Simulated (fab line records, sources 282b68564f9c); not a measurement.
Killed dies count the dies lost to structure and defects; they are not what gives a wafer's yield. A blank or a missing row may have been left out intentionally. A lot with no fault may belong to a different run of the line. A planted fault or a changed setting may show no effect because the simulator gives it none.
Check for tools in common	flow ritCmos	Lots sampled 13, wafers sampled 39

## WHAT PROMPTED THE OPENING
Of 13 lots, 3 have the reading GATE_POLY_THK flagged at RIT_GATE_THK_MEAS_09. Wafers without a fault read 250.3 nm, standard deviation 2.
Rule: a lot is flagged in two cases, either no wafer of it has a number, or all its wafers with numbers fall more than 4 standard deviations from that mean. As for the other lots, they are considered sound.

lot	measured	on	GATE_POLY_THK (nm), wafer by wafer	flag
L726	day 2 10:51	filmMetro-01	251.1 250.9 249.8	
L727	day 2 16:26	filmMetro-03	253.3 253.3 254.1	
L728	day 2 22:23	filmMetro-02	253.1 250.9 251.8	
L729	day 3 02:39	filmMetro-01	248.7 250.8 249.9	
L730	day 3 07:07	filmMetro-03	250.6 251.9 248.8	
L731	day 3 11:47	filmMetro-03	249.1 246.7 248.4	
L732	day 3 20:02	filmMetro-03	500.4 498.6 498.9	FLAGGED
L733	day 3 22:44	filmMetro-01	252.1 247.2 250.4	
L738	day 5 04:22	filmMetro-02	501.5 498.7 505.9	FLAGGED
L739	day 5 10:53	filmMetro-01	490.7 495.2 496.9	FLAGGED
L744	day 6 16:22	filmMetro-03	250.3 249.2 249.7	
L745	day 6 18:47	filmMetro-03	246.7 248.2 247.6	
L746	day 6 21:24	filmMetro-03	248.1 248.9 246.7	
The numbers of the flagged lots are 498.5 nm on average: +248.2 nm against the usual, or +99 or more standard deviations.

## WHICH TOOL EACH LOT WENT THROUGH
The record keeps 1 process step preceding the reading, out of 202 steps on the route. Every cell lists first the tool, next ch and the chambers used by the sampled wafers, and last the start.
lot	flag	RIT_GATE_CVD_08
L726		lpcvd-01 ch 1, day 2 09:13
L727		lpcvd-02 ch 0, day 2 14:48
L728		lpcvd-02 ch 1, day 2 20:45
L729		lpcvd-01 ch 1, day 3 01:02
L730		lpcvd-02 ch 1, day 3 05:30
L731		lpcvd-01 ch 0, day 3 10:10
L732	FLAGGED	lpcvd-01 ch 1, day 3 16:38 and lpcvd-02 ch 1, day 3 18:25
L733		lpcvd-02 ch 1, day 3 21:05
L738	FLAGGED	lpcvd-02 ch 1, day 4 23:20
L739	FLAGGED	lpcvd-01 ch 0, day 5 07:28
L744		lpcvd-02 ch 0, day 6 13:57
L745		lpcvd-01 ch 0, day 6 17:10
L746		lpcvd-01 ch 1, day 6 19:45
What is done by these steps:
- RIT_GATE_CVD_08: deposits poly-Si from SiH4, target thk 250 nm, time 2220 s.
- RIT_GATE_THK_MEAS_09

## FLAGGED OVER TOTAL, TOOL BY TOOL (the gauges that took the reading come last)
step	tool	lots run	flagged	share of the flagged lots	sound lots run after its first flagged lot
RIT_GATE_CVD_08	lpcvd-01	7	2	some	2 (L745,L746)
RIT_GATE_CVD_08	lpcvd-02	7	2	some	2 (L733,L744)
RIT_GATE_THK_MEAS_09	filmMetro-01	4	1	some	0
RIT_GATE_THK_MEAS_09	filmMetro-02	2	1	some	0
RIT_GATE_THK_MEAS_09	filmMetro-03	7	1	some	3 (L744,L745,L746)

## WHAT THE TABLE ALLOWS
No row of the table ran every flagged lot.

## WHAT THE SIMULATOR HAD PUT IN
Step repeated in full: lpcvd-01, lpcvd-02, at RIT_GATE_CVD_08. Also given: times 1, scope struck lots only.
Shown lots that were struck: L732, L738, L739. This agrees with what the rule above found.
